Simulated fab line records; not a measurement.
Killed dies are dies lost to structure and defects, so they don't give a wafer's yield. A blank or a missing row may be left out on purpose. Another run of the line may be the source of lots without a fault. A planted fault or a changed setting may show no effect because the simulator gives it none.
A struck lot beside a sound one :: flow berkeley-cmos170 :: 16 out of 331 route steps
Sound: the wafers L420.3, L420.4, L420.5. Struck: wafers L421.1, L421.2, L421.3. Last of all comes the cause.
Each step with rows lists, per side, the tool, then ch with its chambers, then its first start. Under that, the readings that differ: sound wafers :: struck wafers :: difference of the means :: sigmas: that difference in standard deviations of wafers without a fault.
alike: same words and numbers on both sides, and readings whose means sit less than 2 such deviations apart. not compared: any withheld reading, any reading some wafer has no value for, any bound like >300 that may hide the same value, and any number with overlapping values for which the record gives no deviation.
Wherever a step has rows on one side only, a row that says differs or no value, or a row with sigmas, the two part there. Non-overlapping numbers with no deviation appear without sigmas and do not part them. A reading that every wafer of one side lacks parts them only if that side has two wafers or more.

UCB170_ACTIVE_THK_MEAS_03:
  sound: film-metro-02 at day 7 11:08; struck: film-metro-04 at day 7 11:05
reading: ACTIVE_OXIDE_THK (nm)
sound: 26.6 26.4 26.3
struck: 25.1 25.4 25.8
difference: -1.0
sigmas: -2
then, 2 steps without rows for these wafers: UCB170_ACTIVE_ANNEAL_04 (time 900 s); UCB170_ACTIVE_CVD_05 (deposits Si3N4 from SiH2Cl2/NH3, target thk 220 nm, time 3150 s).
UCB170_ACTIVE_THK_MEAS_06:
  sound: film-metro-02 at day 7 16:39; struck: film-metro-01 at day 7 16:34
  alike: ACTIVE_NITRIDE_THK
then, 6 steps without rows for these wafers: UCB170_ACTIVE_HMDS_07 (prime time 60 s); UCB170_ACTIVE_COAT_08 (resist thk 900 nm); UCB170_ACTIVE_SOFTBAKE_09 (time 60 s); UCB170_ACTIVE_EXPOSE_10 (exposes mask ACTIVE, target cd 1200 nm); UCB170_ACTIVE_PEB_11; UCB170_ACTIVE_DEVELOP_12 (develop time 45 s).
UCB170_ACTIVE_CD_MEAS_13: the cd target is 1200 nm.
  sound: cd-sem-01 at day 7 18:35; struck: cd-sem-02 at day 7 18:00
  alike: cd-nm
UCB170_ACTIVE_OVL_MEAS_14:
  sound: overlay-02 at day 7 18:41; struck: overlay-02 at day 7 18:07
  alike: ACTIVE_OVL
UCB170_ACTIVE_ETCH_15: etches Si3N4 in CH3F/Ar/O2, stops on SiO2, target depth 242 nm, time 151 s.
  sound on rie-diel-04 ch 0,1,3, day 7 18:43; struck on rie-diel-01 ch 1,2,3, day 7 18:10
  no value came back on the struck wafers for any of 6 readings (CH3F_flow_sccm (sccm), O2_flow_sccm (sccm) and others); on the sound wafers CH3F_flow_sccm (sccm) reads 20.04 20.07 20.08
reading: model.KrF_of_ACTIVE_COAT_08.thk-nm (nm)
sound: 732.2 727.2 729.7
struck: 886.9 886.4 885.3
difference: +156.5
sigmas: 

reading: model.SiO2_of_ACTIVE_OXIDATION_02.thk-nm (nm)
sound: 23.08 22.25 22.66
struck: 25.12 25.42 25.81
difference: +2.79
sigmas: 
  not compared: rf-hours-counter-h
UCB170_ACTIVE_STRIP_16: strips in O2.
  sound on plasma-asher-04 ch 0,1, day 7 18:50; struck on plasma-asher-04 ch 0,1, day 7 18:16
reading: oes-product-au (a.u.)
sound: 0.728 0.717 0.712
struck: 0.734 0.729 0.732
difference: +0.013
sigmas: +3

reading: strip-time-to-endpoint-s (s)
sound: 18.26 18.15 18.22
struck: 21.65 21.65 21.63
difference: +3.43
sigmas: +31
  alike: drypump-motor-current-A
  not compared: rf-hours-counter-h
UCB170_ACTIVE_CD_MEAS_90: the cd target is 1200 nm.
  sound: cd-sem-01 at day 7 18:57; struck: cd-sem-02 at day 7 18:22
reading: cd-nm (nm)
sound: 1198.7 1198.9 1200.4
struck: - - -
difference: no value on the struck wafers
sigmas: 
then, 1 step without rows for these wafers: UCB170_ACTIVE_CLEAN_17 (cleans in SPM, time 600 s).

== WHERE THEY PART ==
First at UCB170_ACTIVE_THK_MEAS_03; last, within this record, at UCB170_ACTIVE_CD_MEAS_90.

WHY: what the simulator had put in
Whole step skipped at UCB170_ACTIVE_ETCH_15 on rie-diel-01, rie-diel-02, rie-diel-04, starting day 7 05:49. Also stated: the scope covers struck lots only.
